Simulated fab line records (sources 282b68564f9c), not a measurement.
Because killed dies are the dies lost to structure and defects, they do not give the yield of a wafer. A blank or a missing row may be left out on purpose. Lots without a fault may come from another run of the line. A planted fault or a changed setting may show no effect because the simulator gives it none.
fab line records | flow ritCmos
[record] lots = 7 | wafers = 21 | lastDay = 7
route steps=202 shown NWELL@28 PWELL@39
lots untouched by any fault: they come from a run of this same line in which no faults occurred
startH: start of the lot's first displayed wafer, in hours after the record's first day | waitH: how many hours have passed since the lot's step before this one | " identical to the entry in the row above | L1.1+2: several wafers, shown together as one row | - value missing, or start not given | * or withheld: withheld | < > ~ a bound
route shown NAME@n: a module of which the file shows steps, and the number in the route of the first | usual: mean/standard deviation of fault-free wafers | same: alike in all rows | chamber/n: place in a boat | sites: per-site readings | _std_site: the standard deviation of these | _edge_site: outer sites' mean less inner sites' | radiusMm: for every site, how far away it sits from the centre of the wafer | mask NAME#n: copy n | behind: the tool/chamber that last shaped the wafer | hold: cause of the lot's hold/its duration in hours/its outcome | device: transistor that didn't switch, given as n, p or np | end of line: tests run on the same wafers once the route is complete | step lacking rows: just its recipe | killed: count of dies lost to structure and defects at first sort (not the wafer's yield) | map: shows each die of a wafer: x if killed, . if not, _ if none is there
set.NAME: the setting as run; set.NAME@STEP: as run at that earlier step | model.NAME: the simulator's own value behind a step, which no gauge read
lots at some steps of the route; a table a step, a row a wafer
services: the hour from which a tool's chamber was out of use, counted from the record's first day as startH (under 0 if before that day), plus the number of hours and why
[[steps]]
[step RIT_NWELL_HMDS_00]
[recipe] primeTimeS = 60 | primeTempC = 140
[step RIT_NWELL_COAT_01]
[recipe] resist = NOVOLAK | spinRpm = 2000 | resistThkNm = 1300
[step RIT_NWELL_SOFTBAKE_02]
[recipe] resist = NOVOLAK | tempC = 90 | timeS = 60
[step RIT_NWELL_EXPOSE_03]
[recipe] maskId = M2 | na = 0.57 | targetCdNm = 43900 | doseMj = 250
[step RIT_NWELL_PEB_04]
[recipe] resist = NOVOLAK | tempC = withheld | timeS = withheld
[step RIT_NWELL_DEVELOP_05]
[recipe] resist = NOVOLAK | developTimeS = 68 | devTempC = 23
[step RIT_NWELL_OVL_MEAS_06]
[usual] NWELL_OVL = 1.6/1.4
lot.wafer | tool       | chamber | startH | waitH | NWELL_OVL[nm]
L308.2    | overlay-02 | -       | 46.28  | -     | 2.2
L308.3    | "          | -       | "      | "     | 0.9
L308.4    | "          | -       | "      | "     | 2.3
L309.1    | overlay-02 | -       | 52.51  | -     | 0.9
L309.5    | "          | -       | "      | "     | 3.7
L309.6    | "          | -       | "      | "     | 1.3
L310.1    | overlay-02 | -       | 57.21  | -     | 0.3
L310.3    | "          | -       | "      | "     | 2.4
L310.6    | "          | -       | "      | "     | 0.0
L311.1    | overlay-02 | -       | 61.99  | -     | 1.3
L311.2    | "          | -       | "      | "     | 0.1
L311.5    | "          | -       | "      | "     | 0.4
L320.4    | overlay-02 | -       | 105.42 | -     | 0.9
L320.5    | "          | -       | "      | "     | 1.5
L320.6    | "          | -       | "      | "     | 1.4
L322.1    | overlay-01 | -       | 115.90 | -     | 1.5
L322.3    | "          | -       | "      | "     | 0.7
L322.5    | "          | -       | "      | "     | 1.1
L323.3    | overlay-01 | -       | 121.44 | -     | 2.1
L323.4    | "          | -       | "      | "     | 2.5
L323.5    | "          | -       | "      | "     | 3.2
[step RIT_NWELL_HARDBAKE_07]
[recipe] resist = NOVOLAK | tempC = 140 | timeS = 120
[step RIT_NWELL_IMPLANT_08]
[recipe] species = P | energyKev = 170 | doseCm2 = 5.112e+13 | tiltDeg = 7
[step RIT_NWELL_STRIP_09]
[recipe] chemistry = O2 | timeS = 180 | resist = NOVOLAK | platenTempC = withheld | powerW = 500 | pressureMtorr = 4000 | o2FlowSccm = 4000
[usual] drypumpMotorCurrentA = 5.6/0.37
lot.wafer | tool           | chamber | startH | waitH | drypumpMotorCurrentA | rfHoursCounterH
L308.2    | plasmaAsher-04 | 1       | 46.78  | 0.1   | 6.0                  | 38
L308.3    | "              | 0       | "      | "     | 5.1                  | -
L308.4    | "              | 1       | "      | "     | 6.0                  | -
L309.1    | plasmaAsher-03 | 1       | 52.95  | 0.1   | 5.7                  | 43
L309.5    | "              | 0       | "      | "     | 5.7                  | -
L309.6    | "              | 1       | "      | "     | 5.7                  | -
L310.1    | plasmaAsher-03 | 1       | 57.64  | 0.1   | 5.7                  | 44
L310.3    | "              | 0       | "      | "     | 5.7                  | -
L310.6    | "              | 1       | "      | "     | 5.7                  | -
L311.1    | plasmaAsher-01 | 0       | 62.49  | 0.1   | 5.0                  | 42
L311.2    | "              | 1       | "      | "     | 6.0                  | 42
L311.5    | "              | 1       | "      | "     | 6.0                  | -
L320.4    | plasmaAsher-01 | 0       | 105.90 | 0.1   | 5.0                  | -
L320.5    | "              | 0       | "      | "     | 5.0                  | -
L320.6    | "              | 1       | "      | "     | 6.0                  | -
L322.1    | plasmaAsher-01 | 1       | 116.34 | 0.1   | 6.0                  | 50
L322.3    | "              | 0       | "      | "     | 5.1                  | -
L322.5    | "              | 0       | "      | "     | 5.0                  | -
L323.3    | plasmaAsher-03 | 0       | 121.93 | 0.1   | 5.7                  | -
L323.4    | "              | 1       | "      | "     | 5.7                  | -
L323.5    | "              | 0       | "      | "     | 5.7                  | -
[step RIT_NWELL_TW_MEAS_10]
[usual] NWELL_TW = 2178/19
lot.wafer | tool         | chamber | startH | waitH | NWELL_TW
L308.2    | filmMetro-03 | -       | 46.96  | 0.1   | 2165
L308.3    | "            | -       | "      | "     | 2161
L308.4    | "            | -       | "      | "     | 2172
L309.1    | filmMetro-04 | -       | 53.12  | 0.1   | 2185
L309.5    | "            | -       | "      | "     | 2180
L309.6    | "            | -       | "      | "     | 2188
L310.1    | filmMetro-02 | -       | 57.82  | 0.1   | 2190
L310.3    | "            | -       | "      | "     | 2201
L310.6    | "            | -       | "      | "     | 2195
L311.1    | filmMetro-03 | -       | 62.66  | 0.1   | 2156
L311.2    | "            | -       | "      | "     | 2153
L311.5    | "            | -       | "      | "     | 2158
L320.4    | filmMetro-04 | -       | 106.05 | 0.1   | 2195
L320.5    | "            | -       | "      | "     | 2184
L320.6    | "            | -       | "      | "     | 2197
L322.1    | filmMetro-02 | -       | 116.51 | 0.1   | 2174
L322.3    | "            | -       | "      | "     | 2164
L322.5    | "            | -       | "      | "     | 2171
L323.3    | filmMetro-04 | -       | 122.06 | 0.1   | 2189
L323.4    | "            | -       | "      | "     | 2178
L323.5    | "            | -       | "      | "     | 2190
[step RIT_PWELL_HMDS_00]
[recipe] primeTimeS = 60 | primeTempC = 140
[step RIT_PWELL_COAT_01]
[recipe] resist = NOVOLAK | spinRpm = 2000 | resistThkNm = 1300
[usual] chillPlateTempC = 23.01/0.093 | dispensePressureKPa = 49.5/1.4 | spinSpeedRpm = 1999.9/1.3
lot.wafer | tool          | chamber | startH | waitH | chillPlateTempC | dispensePressureKPa | spinSpeedRpm
L308.2    | lithoTrack-01 | 0       | 47.19  | 0.1   | 22.98           | 49.5                | 2001.3
L308.3    | "             | 0       | "      | "     | 23.03           | 49.5                | 2000.8
L308.4    | "             | 0       | "      | "     | 22.92           | 49.5                | 1999.4
L309.1    | lithoTrack-04 | -       | 53.33  | 0.1   | -               | -                   | -
L309.5    | "             | -       | "      | "     | -               | -                   | -
L309.6    | "             | -       | "      | "     | -               | -                   | -
L310.1    | lithoTrack-02 | -       | 58.03  | 0.1   | -               | -                   | -
L310.3    | "             | -       | "      | "     | -               | -                   | -
L310.6    | "             | -       | "      | "     | -               | -                   | -
L311.1    | lithoTrack-01 | -       | 63.11  | 0.1   | -               | -                   | -
L311.2    | "             | -       | "      | "     | -               | -                   | -
L311.5    | "             | -       | "      | "     | -               | -                   | -
L320.4    | lithoTrack-02 | 0       | 106.30 | 0.1   | 23.16           | 48.6                | 2000.4
L320.5    | "             | 0       | "      | "     | 23.05           | 48.6                | 2001.2
L320.6    | "             | 0       | "      | "     | 22.83           | 48.6                | 1999.4
L322.1    | lithoTrack-02 | 0       | 116.72 | 0.1   | 23.11           | 48.6                | 1999.0
L322.3    | "             | 0       | "      | "     | 23.12           | 48.6                | 2000.8
L322.5    | "             | 0       | "      | "     | 23.11           | 48.6                | 2000.8
L323.3    | lithoTrack-02 | 0       | 122.30 | 0.1   | 23.10           | 48.7                | 2000.6
L323.4    | "             | 0       | "      | "     | 23.11           | 48.6                | 2000.2
L323.5    | "             | 0       | "      | "     | 23.20           | 48.6                | 1999.8
[step RIT_PWELL_SOFTBAKE_02]
[recipe] resist = NOVOLAK | tempC = 90 | timeS = 60
[step RIT_PWELL_EXPOSE_03]
[recipe] maskId = M3 | na = 0.57 | targetCdNm = 43700 | doseMj = 250
[step RIT_PWELL_PEB_04]
[recipe] resist = NOVOLAK | tempC = withheld | timeS = withheld
[step RIT_PWELL_DEVELOP_05]
[recipe] resist = NOVOLAK | developTimeS = 68 | devTempC = 23
[step RIT_PWELL_OVL_MEAS_06]
[usual] PWELL_OVL = 0.5/1.5
lot.wafer | tool       | chamber | startH | waitH | PWELL_OVL[nm]
L308.2    | overlay-02 | -       | 48.06  | -     | 3.9
L308.3    | "          | -       | "      | "     | 2.3
L308.4    | "          | -       | "      | "     | 2.7
L309.1    | overlay-02 | -       | 54.19  | -     | -
L309.5    | "          | -       | "      | "     | -
L309.6    | "          | -       | "      | "     | -
L310.1    | overlay-02 | -       | 58.88  | -     | -
L310.3    | "          | -       | "      | "     | -
L310.6    | "          | -       | "      | "     | -
L311.1    | overlay-02 | -       | 63.85  | -     | -
L311.2    | "          | -       | "      | "     | -
L311.5    | "          | -       | "      | "     | -
L320.4    | overlay-02 | -       | 106.98 | -     | 1.5
L320.5    | "          | -       | "      | "     | -1.0
L320.6    | "          | -       | "      | "     | 0.0
L322.1    | overlay-02 | -       | 117.58 | -     | 2.8
L322.3    | "          | -       | "      | "     | 0.4
L322.5    | "          | -       | "      | "     | -0.7
L323.3    | overlay-01 | -       | 122.99 | -     | 0.8
L323.4    | "          | -       | "      | "     | 0.1
L323.5    | "          | -       | "      | "     | 1.7
[step RIT_PWELL_HARDBAKE_07]
[recipe] resist = NOVOLAK | tempC = 140 | timeS = 120
[[services]]
tool           | chamber | startH | hours | kind
plasmaAsher-04 | -       | 108.92 | 9.0   | pm
plasmaAsher-04 | 0       | 108.92 | 9.0   | ventCycle
plasmaAsher-04 | 1       | 108.92 | 9.0   | ventCycle
plasmaAsher-04 | 0       | 117.92 | -     | clean
plasmaAsher-04 | 1       | 117.92 | -     | clean
[[key]]
[firstSign] step = RIT_PWELL_COAT_01 | reading = toolRecord | direction = missing
[effect] step = RIT_PWELL_OVL_MEAS_06 | reading = PWELL_OVL | direction = missing
metAt RIT_PWELL_COAT_01
struckWafers L309.1,L309.5,L309.6,L310.1,L310.3,L310.6,L311.1,L311.2,L311.5
sortLeftOut L309.1,L309.5,L309.6,L310.1,L310.3,L310.6,L311.1,L311.2,L311.5
testerLeftOut L309,L310,L311
onsetBetween 47.19 53.33
[fault] kind = skippedStepWhole | tool = lithoTrack-01,lithoTrack-02,lithoTrack-04 | chamber = - | onsetH = 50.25 | steps = RIT_PWELL_COAT_01 | scope = struckLotsOnly
// testerLeftOut: of these lots the tester's yield and bins aren't shown, on N5 and GAA mostly nor the transistor test; their killed dies are dies lost to structure and defects alone, not to doping, threshold or leakage, so they don't give the yield
// sortLeftOut: the simulated sort isn't trusted on such a fault, so these wafers' sort isn't shown, and their yield isn't known
